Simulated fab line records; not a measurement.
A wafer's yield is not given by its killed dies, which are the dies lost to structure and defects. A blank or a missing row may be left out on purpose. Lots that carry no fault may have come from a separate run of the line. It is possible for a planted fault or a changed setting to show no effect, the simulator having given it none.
fab line records :: flow berkeleyCmos170
record:
  lots: 7
  wafers: 21
  lastDay: 13
route steps=331 shown START@1 ZERO@6
lots untouched by any fault: they come from a run of this same line in which no faults occurred
startH: the number of hours between the record's first day and the start of the first shown wafer of the lot :: waitH: hours from the lot's prior step to this one :: " identical to the entry in the row above :: L1.1+2: one row covering several wafers at once :: - either no value or no given start :: * or withheld: withheld :: < > ~ a bound
route shown NAME@n: NAME is a module with steps in the file, n the number in the route of the first one :: usual: the fault-free wafers' mean and standard deviation :: same: alike in all rows :: chamber/n: place in a boat :: sites: per-site readings :: _std_site: the standard deviation of these :: _edge_site: inner sites' mean taken away from outer sites' mean :: radiusMm: for every site, how far away it sits from the centre of the wafer :: mask NAME#n: copy n :: behind: tool/chamber where the wafer was last shaped :: hold: reason for holding the lot/hours on hold/outcome of the hold :: device: whichever transistor did not switch (one of n, p or np) :: end of line: tests of these same wafers at the route's end :: step lacking rows: just its recipe :: killed: dies that structure and defects cost at the first sort, which is not the same as the wafer's yield :: map: the dies of a wafer, with x for killed, . for not killed, _ for no die there
set.NAME: the setting the step ran with; set.NAME@STEP: the setting that earlier step ran with :: model.NAME: the simulator's own value behind a step, which no gauge read
a table for each step, a row for each wafer; lots at some steps of the route
services: from which hour (startH, from the record's first day; less than 0 if before it) a tool's chamber was out of use, for how many hours, and why
== steps ==
step: UCB170_START_BOW_MEAS_00
recipe:
  mode: bow
usual:
  INCOMING_BOW: 1/6
lot.wafer: L678.1
tool: filmMetro-02
chamber: -
startH: 35.00
waitH: -
INCOMING_BOW[um]: 9

lot.wafer: L678.3
tool: filmMetro-02
chamber: -
startH: 35.00
waitH: -
INCOMING_BOW[um]: -2

lot.wafer: L678.6
tool: filmMetro-02
chamber: -
startH: 35.00
waitH: -
INCOMING_BOW[um]: 6

lot.wafer: L683.1
tool: filmMetro-02
chamber: -
startH: 60.00
waitH: -
INCOMING_BOW[um]: 13

lot.wafer: L683.3
tool: filmMetro-02
chamber: -
startH: 60.00
waitH: -
INCOMING_BOW[um]: 14

lot.wafer: L683.4
tool: filmMetro-02
chamber: -
startH: 60.00
waitH: -
INCOMING_BOW[um]: -2

lot.wafer: L684.1
tool: filmMetro-01
chamber: -
startH: 65.02
waitH: -
INCOMING_BOW[um]: 0

lot.wafer: L684.3
tool: filmMetro-01
chamber: -
startH: 65.02
waitH: -
INCOMING_BOW[um]: 0

lot.wafer: L684.4
tool: filmMetro-01
chamber: -
startH: 65.02
waitH: -
INCOMING_BOW[um]: 5

lot.wafer: L685.3
tool: filmMetro-02
chamber: -
startH: 70.04
waitH: -
INCOMING_BOW[um]: 0

lot.wafer: L685.5
tool: filmMetro-02
chamber: -
startH: 70.04
waitH: -
INCOMING_BOW[um]: 8

lot.wafer: L685.6
tool: filmMetro-02
chamber: -
startH: 70.04
waitH: -
INCOMING_BOW[um]: -3

lot.wafer: L686.1
tool: filmMetro-01
chamber: -
startH: 75.00
waitH: -
INCOMING_BOW[um]: -5

lot.wafer: L686.5
tool: filmMetro-01
chamber: -
startH: 75.00
waitH: -
INCOMING_BOW[um]: -9

lot.wafer: L686.6
tool: filmMetro-01
chamber: -
startH: 75.00
waitH: -
INCOMING_BOW[um]: 9

lot.wafer: L693.3
tool: filmMetro-02
chamber: -
startH: 110.04
waitH: -
INCOMING_BOW[um]: -2

lot.wafer: L693.4
tool: filmMetro-02
chamber: -
startH: 110.04
waitH: -
INCOMING_BOW[um]: -4

lot.wafer: L693.6
tool: filmMetro-02
chamber: -
startH: 110.04
waitH: -
INCOMING_BOW[um]: 2

lot.wafer: L695.3
tool: filmMetro-04
chamber: -
startH: 120.04
waitH: -
INCOMING_BOW[um]: -7

lot.wafer: L695.5
tool: filmMetro-04
chamber: -
startH: 120.04
waitH: -
INCOMING_BOW[um]: 4

lot.wafer: L695.6
tool: filmMetro-04
chamber: -
startH: 120.04
waitH: -
INCOMING_BOW[um]: -1
step: UCB170_START_CLEAN_01
recipe:
  chemistry: dHF
  dilution: 25:1
  timeS: 60
step: UCB170_START_OXIDATION_02
recipe:
  tempC: 957.5
  ambient: O2
  targetThkA: 200
  oxTimeS: 1800
step: UCB170_START_THK_MEAS_03
recipe:
  reads: SiO2_of_START_OXIDATION_02
usual:
  START_OXIDE_THK: 21.9/0.39
lot.wafer: L678.1
tool: filmMetro-04
chamber: -
startH: 41.67
waitH: 0.0
START_OXIDE_THK[nm]: 21.6

lot.wafer: L678.3
tool: filmMetro-04
chamber: -
startH: 41.67
waitH: 0.0
START_OXIDE_THK[nm]: 21.6

lot.wafer: L678.6
tool: filmMetro-04
chamber: -
startH: 41.67
waitH: 0.0
START_OXIDE_THK[nm]: 21.5

lot.wafer: L683.1
tool: filmMetro-01
chamber: -
startH: 66.46
waitH: 0.0
START_OXIDE_THK[nm]: 21.5

lot.wafer: L683.3
tool: filmMetro-01
chamber: -
startH: 66.46
waitH: 0.0
START_OXIDE_THK[nm]: 22.3

lot.wafer: L683.4
tool: filmMetro-01
chamber: -
startH: 66.46
waitH: 0.0
START_OXIDE_THK[nm]: 22.0

lot.wafer: L684.1
tool: filmMetro-02
chamber: -
startH: 72.16
waitH: 0.0
START_OXIDE_THK[nm]: 21.5

lot.wafer: L684.3
tool: filmMetro-02
chamber: -
startH: 72.16
waitH: 0.0
START_OXIDE_THK[nm]: 21.3

lot.wafer: L684.4
tool: filmMetro-02
chamber: -
startH: 72.16
waitH: 0.0
START_OXIDE_THK[nm]: 21.4

lot.wafer: L685.3
tool: filmMetro-01
chamber: -
startH: 76.60
waitH: 0.0
START_OXIDE_THK[nm]: 21.6

lot.wafer: L685.5
tool: filmMetro-01
chamber: -
startH: 76.60
waitH: 0.0
START_OXIDE_THK[nm]: 21.4

lot.wafer: L685.6
tool: filmMetro-01
chamber: -
startH: 76.60
waitH: 0.0
START_OXIDE_THK[nm]: 21.5

lot.wafer: L686.1
tool: filmMetro-02
chamber: -
startH: 84.36
waitH: 0.0
START_OXIDE_THK[nm]: 21.6

lot.wafer: L686.5
tool: filmMetro-02
chamber: -
startH: 84.36
waitH: 0.0
START_OXIDE_THK[nm]: 21.7

lot.wafer: L686.6
tool: filmMetro-02
chamber: -
startH: 84.36
waitH: 0.0
START_OXIDE_THK[nm]: 21.8

lot.wafer: L693.3
tool: filmMetro-01
chamber: -
startH: 112.35
waitH: 0.1
START_OXIDE_THK[nm]: 22.4

lot.wafer: L693.4
tool: filmMetro-01
chamber: -
startH: 112.35
waitH: 0.1
START_OXIDE_THK[nm]: 22.5

lot.wafer: L693.6
tool: filmMetro-01
chamber: -
startH: 112.35
waitH: 0.1
START_OXIDE_THK[nm]: 22.2

lot.wafer: L695.3
tool: filmMetro-02
chamber: -
startH: 122.36
waitH: 0.0
START_OXIDE_THK[nm]: 22.1

lot.wafer: L695.5
tool: filmMetro-02
chamber: -
startH: 122.36
waitH: 0.0
START_OXIDE_THK[nm]: 22.4

lot.wafer: L695.6
tool: filmMetro-02
chamber: -
startH: 122.36
waitH: 0.0
START_OXIDE_THK[nm]: 21.9
step: UCB170_START_ANNEAL_04
recipe:
  tempC: 950
  timeS: 1200
  ambient: N2
step: UCB170_ZERO_HMDS_00
recipe:
  primeTimeS: 60
  primeTempC: 100
step: UCB170_ZERO_COAT_01
recipe:
  resist: KrF
  spinRpm: 1513
  resistThkNm: 900
step: UCB170_ZERO_SOFTBAKE_02
recipe:
  resist: KrF
  tempC: 130
  timeS: 60
step: UCB170_ZERO_EXPOSE_03
recipe:
  maskId: PM_MARKS
  na: 0.5
  sigmaOuter: 0.6
  sourceShape: conventional
  targetCdNm: 4000
  doseMj: 30
usual:
  exposureDoseMJCm2: 29.998/0.027
  focusOffsetNm: 0.0/0.48
  reticleTempC: 23.01/0.11
lot.wafer: L678.1
tool: krfScanner-01
chamber: 0
startH: 49.56
waitH: 0.1
mask: PM_MARKS#0
exposureDoseMJCm2: 30.076
focusOffsetNm: -0.1
reticleTempC: 23.08

lot.wafer: L678.3
tool: krfScanner-01
chamber: 0
startH: 49.56
waitH: 0.1
mask: PM_MARKS#0
exposureDoseMJCm2: 30.051
focusOffsetNm: -0.6
reticleTempC: 22.93

lot.wafer: L678.6
tool: krfScanner-01
chamber: 0
startH: 49.56
waitH: 0.1
mask: PM_MARKS#0
exposureDoseMJCm2: 30.025
focusOffsetNm: -0.2
reticleTempC: 23.12

lot.wafer: L683.1
tool: krfScanner-02
chamber: -
startH: 73.95
waitH: 0.2
mask: PM_MARKS#0
exposureDoseMJCm2: -
focusOffsetNm: -
reticleTempC: -

lot.wafer: L683.3
tool: krfScanner-02
chamber: -
startH: 73.95
waitH: 0.2
mask: PM_MARKS#0
exposureDoseMJCm2: -
focusOffsetNm: -
reticleTempC: -

lot.wafer: L683.4
tool: krfScanner-02
chamber: -
startH: 73.95
waitH: 0.2
mask: PM_MARKS#0
exposureDoseMJCm2: -
focusOffsetNm: -
reticleTempC: -

lot.wafer: L684.1
tool: krfScanner-02
chamber: -
startH: 76.94
waitH: 0.1
mask: PM_MARKS#0
exposureDoseMJCm2: -
focusOffsetNm: -
reticleTempC: -

lot.wafer: L684.3
tool: krfScanner-02
chamber: -
startH: 76.94
waitH: 0.1
mask: PM_MARKS#0
exposureDoseMJCm2: -
focusOffsetNm: -
reticleTempC: -

lot.wafer: L684.4
tool: krfScanner-02
chamber: -
startH: 76.94
waitH: 0.1
mask: PM_MARKS#0
exposureDoseMJCm2: -
focusOffsetNm: -
reticleTempC: -

lot.wafer: L685.3
tool: krfScanner-01
chamber: -
startH: 85.22
waitH: 0.2
mask: PM_MARKS#0
exposureDoseMJCm2: -
focusOffsetNm: -
reticleTempC: -

lot.wafer: L685.5
tool: krfScanner-01
chamber: -
startH: 85.22
waitH: 0.2
mask: PM_MARKS#0
exposureDoseMJCm2: -
focusOffsetNm: -
reticleTempC: -

lot.wafer: L685.6
tool: krfScanner-01
chamber: -
startH: 85.22
waitH: 0.2
mask: PM_MARKS#0
exposureDoseMJCm2: -
focusOffsetNm: -
reticleTempC: -

lot.wafer: L686.1
tool: krfScanner-01
chamber: 0
startH: 91.89
waitH: 0.1
mask: PM_MARKS#0
exposureDoseMJCm2: 29.973
focusOffsetNm: -0.3
reticleTempC: 23.01

lot.wafer: L686.5
tool: krfScanner-01
chamber: 0
startH: 91.89
waitH: 0.1
mask: PM_MARKS#0
exposureDoseMJCm2: 30.011
focusOffsetNm: -0.5
reticleTempC: 23.14

lot.wafer: L686.6
tool: krfScanner-01
chamber: 0
startH: 91.89
waitH: 0.1
mask: PM_MARKS#0
exposureDoseMJCm2: 30.011
focusOffsetNm: 0.2
reticleTempC: 23.00

lot.wafer: L693.3
tool: krfScanner-02
chamber: 0
startH: 119.07
waitH: 0.4
mask: PM_MARKS#0
exposureDoseMJCm2: 30.014
focusOffsetNm: -0.3
reticleTempC: 23.08

lot.wafer: L693.4
tool: krfScanner-02
chamber: 0
startH: 119.07
waitH: 0.4
mask: PM_MARKS#0
exposureDoseMJCm2: 29.994
focusOffsetNm: -1.0
reticleTempC: 22.89

lot.wafer: L693.6
tool: krfScanner-02
chamber: 0
startH: 119.07
waitH: 0.4
mask: PM_MARKS#0
exposureDoseMJCm2: 30.003
focusOffsetNm: -0.4
reticleTempC: 23.15

lot.wafer: L695.3
tool: krfScanner-01
chamber: 0
startH: 127.62
waitH: 0.4
mask: PM_MARKS#0
exposureDoseMJCm2: 29.988
focusOffsetNm: 0.2
reticleTempC: 22.88

lot.wafer: L695.5
tool: krfScanner-01
chamber: 0
startH: 127.62
waitH: 0.4
mask: PM_MARKS#0
exposureDoseMJCm2: 30.015
focusOffsetNm: 0.6
reticleTempC: 22.74

lot.wafer: L695.6
tool: krfScanner-01
chamber: 0
startH: 127.62
waitH: 0.4
mask: PM_MARKS#0
exposureDoseMJCm2: 30.002
focusOffsetNm: 0.3
reticleTempC: 22.83
step: UCB170_ZERO_PEB_04
recipe:
  pebTempC: 130
  pebTimeS: withheld
  resist: KrF
step: UCB170_ZERO_DEVELOP_05
recipe:
  developer: TMAH
  developTimeS: 45
  resist: KrF
  devTempC: 21
step: UCB170_ZERO_ETCH_06
recipe:
  chemistry: CHF3/CF4/Ar
  target: SiO2
  timeS: 12
  pressureMtorr: 100
  rfW: 500
  CHF3_flow_sccm: 50
  cf4FlowSccm: 10
  Ar_flow_sccm: 120
  overEtchFrac: 1.58
usual:
  drypumpMotorCurrentA: 5.7/0.51
  oesProductAu: 0.617/0.0091
  throttleValvePct: 9.22/0.12
lot.wafer: L678.1
tool: rieDiel-02
chamber: 2
startH: 50.29
waitH: -
drypumpMotorCurrentA: 4.9
oesProductAu: 0.626
rfHoursCounterH: 170
throttleValvePct: 9.08

lot.wafer: L678.3
tool: rieDiel-02
chamber: 3
startH: 50.29
waitH: -
drypumpMotorCurrentA: 5.3
oesProductAu: 0.615
rfHoursCounterH: 154
throttleValvePct: 9.36

lot.wafer: L678.6
tool: rieDiel-02
chamber: 2
startH: 50.29
waitH: -
drypumpMotorCurrentA: 4.9
oesProductAu: 0.628
rfHoursCounterH: -
throttleValvePct: 9.09

lot.wafer: L683.1
tool: rieDiel-02
chamber: 1
startH: 74.63
waitH: -
drypumpMotorCurrentA: 5.5
oesProductAu: 0.377
rfHoursCounterH: 58
throttleValvePct: 8.97

lot.wafer: L683.3
tool: rieDiel-02
chamber: 3
startH: 74.63
waitH: -
drypumpMotorCurrentA: 5.3
oesProductAu: 0.369
rfHoursCounterH: 155
throttleValvePct: 9.34

lot.wafer: L683.4
tool: rieDiel-02
chamber: 0
startH: 74.63
waitH: -
drypumpMotorCurrentA: 5.8
oesProductAu: 0.360
rfHoursCounterH: 101
throttleValvePct: 9.33

lot.wafer: L684.1
tool: rieDiel-02
chamber: 3
startH: 77.38
waitH: -
drypumpMotorCurrentA: 5.3
oesProductAu: 0.366
rfHoursCounterH: 156
throttleValvePct: 9.35

lot.wafer: L684.3
tool: rieDiel-02
chamber: 0
startH: 77.38
waitH: -
drypumpMotorCurrentA: 5.8
oesProductAu: 0.373
rfHoursCounterH: 102
throttleValvePct: 9.33

lot.wafer: L684.4
tool: rieDiel-02
chamber: 0
startH: 77.38
waitH: -
drypumpMotorCurrentA: 5.8
oesProductAu: 0.374
rfHoursCounterH: -
throttleValvePct: 9.33

lot.wafer: L685.3
tool: rieDiel-04
chamber: 2
startH: 85.77
waitH: -
drypumpMotorCurrentA: 6.5
oesProductAu: 0.375
rfHoursCounterH: 4
throttleValvePct: 9.12

lot.wafer: L685.5
tool: rieDiel-04
chamber: 1
startH: 85.77
waitH: -
drypumpMotorCurrentA: 6.1
oesProductAu: 0.380
rfHoursCounterH: -
throttleValvePct: 9.27

lot.wafer: L685.6
tool: rieDiel-04
chamber: 2
startH: 85.77
waitH: -
drypumpMotorCurrentA: 6.5
oesProductAu: 0.385
rfHoursCounterH: -
throttleValvePct: 9.13

lot.wafer: L686.1
tool: rieDiel-02
chamber: 1
startH: 93.18
waitH: -
drypumpMotorCurrentA: 5.4
oesProductAu: 0.618
rfHoursCounterH: 59
throttleValvePct: 8.96

lot.wafer: L686.5
tool: rieDiel-02
chamber: 1
startH: 93.18
waitH: -
drypumpMotorCurrentA: 5.4
oesProductAu: 0.616
rfHoursCounterH: -
throttleValvePct: 8.97

lot.wafer: L686.6
tool: rieDiel-02
chamber: 0
startH: 93.18
waitH: -
drypumpMotorCurrentA: 5.8
oesProductAu: 0.617
rfHoursCounterH: -
throttleValvePct: 9.34

lot.wafer: L693.3
tool: rieDiel-02
chamber: 2
startH: 119.43
waitH: -
drypumpMotorCurrentA: 4.9
oesProductAu: 0.635
rfHoursCounterH: 0
throttleValvePct: 9.08

lot.wafer: L693.4
tool: rieDiel-02
chamber: 3
startH: 119.43
waitH: -
drypumpMotorCurrentA: 5.3
oesProductAu: 0.624
rfHoursCounterH: 159
throttleValvePct: 9.37

lot.wafer: L693.6
tool: rieDiel-02
chamber: 0
startH: 119.43
waitH: -
drypumpMotorCurrentA: 5.8
oesProductAu: 0.616
rfHoursCounterH: -
throttleValvePct: 9.36

lot.wafer: L695.3
tool: rieDiel-02
chamber: 0
startH: 128.32
waitH: -
drypumpMotorCurrentA: 5.8
oesProductAu: 0.617
rfHoursCounterH: 106
throttleValvePct: 9.36

lot.wafer: L695.5
tool: rieDiel-02
chamber: 0
startH: 128.32
waitH: -
drypumpMotorCurrentA: 5.8
oesProductAu: 0.614
rfHoursCounterH: -
throttleValvePct: 9.35

lot.wafer: L695.6
tool: rieDiel-02
chamber: 1
startH: 128.32
waitH: -
drypumpMotorCurrentA: 5.5
oesProductAu: 0.619
rfHoursCounterH: -
throttleValvePct: 8.98
step: UCB170_ZERO_STRIP_07
recipe:
  chemistry: O2
  powerW: 400
  pressureMtorr: 3500
  platenTempC: withheld
  o2FlowSccm: 400
  overashFraction: 0.5
usual:
  drypumpMotorCurrentA: 6.1/0.47
  o2FlowSccm: 399.9/1.2
  oesProductAu: 0.727/0.0045
  stripTimeToEndpointS: 21.38/0.058
lot.wafer: L678.1
tool: plasmaAsher-04
chamber: 1
startH: 50.31
waitH: 0.0
drypumpMotorCurrentA: 5.7
o2FlowSccm: 401.1
oesProductAu: 0.722
rfHoursCounterH: 28
stripTimeToEndpointS: 21.29

lot.wafer: L678.3
tool: plasmaAsher-04
chamber: 1
startH: 50.31
waitH: 0.0
drypumpMotorCurrentA: 5.7
o2FlowSccm: 401.2
oesProductAu: 0.733
rfHoursCounterH: -
stripTimeToEndpointS: 21.36

lot.wafer: L678.6
tool: plasmaAsher-04
chamber: 1
startH: 50.31
waitH: 0.0
drypumpMotorCurrentA: 5.7
o2FlowSccm: 399.3
oesProductAu: 0.725
rfHoursCounterH: -
stripTimeToEndpointS: 21.37

lot.wafer: L683.1
tool: plasmaAsher-03
chamber: 1
startH: 74.65
waitH: 0.0
drypumpMotorCurrentA: 6.4
o2FlowSccm: 400.5
oesProductAu: 0.728
rfHoursCounterH: 35
stripTimeToEndpointS: 21.33

lot.wafer: L683.3
tool: plasmaAsher-03
chamber: 1
startH: 74.65
waitH: 0.0
drypumpMotorCurrentA: 6.4
o2FlowSccm: 401.3
oesProductAu: 0.723
rfHoursCounterH: -
stripTimeToEndpointS: 21.38

lot.wafer: L683.4
tool: plasmaAsher-03
chamber: 0
startH: 74.65
waitH: 0.0
drypumpMotorCurrentA: 5.2
o2FlowSccm: 400.9
oesProductAu: 0.729
rfHoursCounterH: -
stripTimeToEndpointS: 21.44

lot.wafer: L684.1
tool: plasmaAsher-03
chamber: 1
startH: 77.41
waitH: 0.0
drypumpMotorCurrentA: 6.4
o2FlowSccm: 399.1
oesProductAu: 0.728
rfHoursCounterH: 35
stripTimeToEndpointS: 21.33

lot.wafer: L684.3
tool: plasmaAsher-03
chamber: 1
startH: 77.41
waitH: 0.0
drypumpMotorCurrentA: 6.4
o2FlowSccm: 398.5
oesProductAu: 0.726
rfHoursCounterH: -
stripTimeToEndpointS: 21.33

lot.wafer: L684.4
tool: plasmaAsher-03
chamber: 0
startH: 77.41
waitH: 0.0
drypumpMotorCurrentA: 5.2
o2FlowSccm: 400.2
oesProductAu: 0.719
rfHoursCounterH: -
stripTimeToEndpointS: 21.32

lot.wafer: L685.3
tool: plasmaAsher-01
chamber: 1
startH: 85.82
waitH: 0.0
drypumpMotorCurrentA: 6.5
o2FlowSccm: 399.3
oesProductAu: 0.730
rfHoursCounterH: -
stripTimeToEndpointS: 21.46

lot.wafer: L685.5
tool: plasmaAsher-01
chamber: 1
startH: 85.82
waitH: 0.0
drypumpMotorCurrentA: 6.5
o2FlowSccm: 399.3
oesProductAu: 0.726
rfHoursCounterH: -
stripTimeToEndpointS: 21.47

lot.wafer: L685.6
tool: plasmaAsher-01
chamber: 0
startH: 85.82
waitH: 0.0
drypumpMotorCurrentA: 6.3
o2FlowSccm: 403.0
oesProductAu: 0.733
rfHoursCounterH: -
stripTimeToEndpointS: 21.44

lot.wafer: L686.1
tool: plasmaAsher-01
chamber: 1
startH: 93.20
waitH: 0.0
drypumpMotorCurrentA: 6.4
o2FlowSccm: 399.9
oesProductAu: 0.722
rfHoursCounterH: 28
stripTimeToEndpointS: 21.33

lot.wafer: L686.5
tool: plasmaAsher-01
chamber: 1
startH: 93.20
waitH: 0.0
drypumpMotorCurrentA: 6.5
o2FlowSccm: 400.0
oesProductAu: 0.721
rfHoursCounterH: -
stripTimeToEndpointS: 21.33

lot.wafer: L686.6
tool: plasmaAsher-01
chamber: 0
startH: 93.20
waitH: 0.0
drypumpMotorCurrentA: 6.3
o2FlowSccm: 398.8
oesProductAu: 0.727
rfHoursCounterH: -
stripTimeToEndpointS: 21.38

lot.wafer: L693.3
tool: plasmaAsher-01
chamber: 1
startH: 119.48
waitH: 0.0
drypumpMotorCurrentA: 6.5
o2FlowSccm: 399.9
oesProductAu: 0.729
rfHoursCounterH: -
stripTimeToEndpointS: 21.36

lot.wafer: L693.4
tool: plasmaAsher-01
chamber: 0
startH: 119.48
waitH: 0.0
drypumpMotorCurrentA: 6.3
o2FlowSccm: 399.3
oesProductAu: 0.717
rfHoursCounterH: -
stripTimeToEndpointS: 21.30

lot.wafer: L693.6
tool: plasmaAsher-01
chamber: 0
startH: 119.48
waitH: 0.0
drypumpMotorCurrentA: 6.3
o2FlowSccm: 400.1
oesProductAu: 0.733
rfHoursCounterH: -
stripTimeToEndpointS: 21.38

lot.wafer: L695.3
tool: plasmaAsher-03
chamber: 0
startH: 128.38
waitH: 0.0
drypumpMotorCurrentA: 5.2
o2FlowSccm: 399.6
oesProductAu: 0.726
rfHoursCounterH: -
stripTimeToEndpointS: 21.40

lot.wafer: L695.5
tool: plasmaAsher-03
chamber: 0
startH: 128.38
waitH: 0.0
drypumpMotorCurrentA: 5.2
o2FlowSccm: 400.7
oesProductAu: 0.720
rfHoursCounterH: -
stripTimeToEndpointS: 21.33

lot.wafer: L695.6
tool: plasmaAsher-03
chamber: 1
startH: 128.38
waitH: 0.0
drypumpMotorCurrentA: 6.4
o2FlowSccm: 400.2
oesProductAu: 0.722
rfHoursCounterH: -
stripTimeToEndpointS: 21.35
== services ==
tool: krfScanner-02
chamber: -
startH: 25.69
hours: 0.8
kind: pm

tool: plasmaAsher-04
chamber: -
startH: 30.51
hours: 11.9
kind: repair

tool: plasmaAsher-01
chamber: -
startH: 33.00
hours: 11.7
kind: repair

tool: krfScanner-01
chamber: -
startH: 35.46
hours: 0.8
kind: pm

tool: rieDiel-02
chamber: 1
startH: 48.26
hours: 14.2
kind: repair

tool: krfScanner-01
chamber: -
startH: 59.56
hours: 1.0
kind: pm

tool: plasmaAsher-03
chamber: -
startH: 60.55
hours: 8.7
kind: repair

tool: plasmaAsher-01
chamber: -
startH: 61.79
hours: 15.0
kind: repair

tool: rieDiel-02
chamber: 2
startH: 75.57
hours: 1.6
kind: repair

tool: rieDiel-02
chamber: 2
startH: 77.17
hours: -
kind: clean

tool: rieDiel-02
chamber: 2
startH: 77.17
hours: 30.9
kind: scheduledDown

tool: rieDiel-02
chamber: 2
startH: 77.17
hours: 30.9
kind: ventCycle

tool: rieDiel-04
chamber: 2
startH: 80.72
hours: 1.9
kind: repair

tool: rieDiel-04
chamber: 0
startH: 83.26
hours: 13.9
kind: repair

tool: krfScanner-02
chamber: -
startH: 89.65
hours: 3.0
kind: repair

tool: krfScanner-01
chamber: -
startH: 92.20
hours: 0.8
kind: repair

tool: krfScanner-02
chamber: -
startH: 103.43
hours: 1.0
kind: pm

tool: plasmaAsher-04
chamber: -
startH: 108.75
hours: 9.0
kind: pm

tool: plasmaAsher-04
chamber: 0
startH: 108.75
hours: 9.0
kind: ventCycle

tool: plasmaAsher-04
chamber: 1
startH: 108.75
hours: 9.0
kind: ventCycle

tool: rieDiel-04
chamber: 1
startH: 111.60
hours: 8.5
kind: repair

tool: plasmaAsher-04
chamber: 0
startH: 117.75
hours: -
kind: clean

tool: plasmaAsher-04
chamber: 1
startH: 117.75
hours: -
kind: clean
== key ==
firstSign:
  step: UCB170_ZERO_EXPOSE_03
  reading: toolRecord
  direction: missing
effect:
  step: UCB170_ZERO_ETCH_06
  reading: oesProductAu
  direction: down
  sigmas: 27
  usual: 0.617
  struck: 0.373
metAt UCB170_ZERO_EXPOSE_03
struckWafers L683.1,L683.3,L683.4,L684.1,L684.3,L684.4,L685.3,L685.5,L685.6
laterRowsLeftOut L683.1,L683.3,L683.4,L684.1,L684.3,L684.4,L685.3,L685.5,L685.6
sortLeftOut L683.1,L683.3,L683.4,L684.1,L684.3,L684.4,L685.3,L685.5,L685.6
testerLeftOut L683,L684,L685
onsetBetween 49.56 73.95
fault:
  kind: skippedStepWhole
  tool: krfScanner-01,krfScanner-02
  chamber: -
  onsetH: 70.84
  steps: UCB170_ZERO_EXPOSE_03
  scope: struckLotsOnly
testerLeftOut: of these lots the tester's yield and bins aren't shown, on N5 and GAA mostly nor the transistor test; their killed dies are dies lost to structure and defects alone, not to doping, threshold or leakage, so they don't give the yield
sortLeftOut: the simulated sort isn't trusted on such a fault, so these wafers' sort isn't shown, and their yield isn't known
laterRowsLeftOut: the simulator's readings of these wafers behind a module that went badly wrong aren't trusted and aren't shown, but for the sort
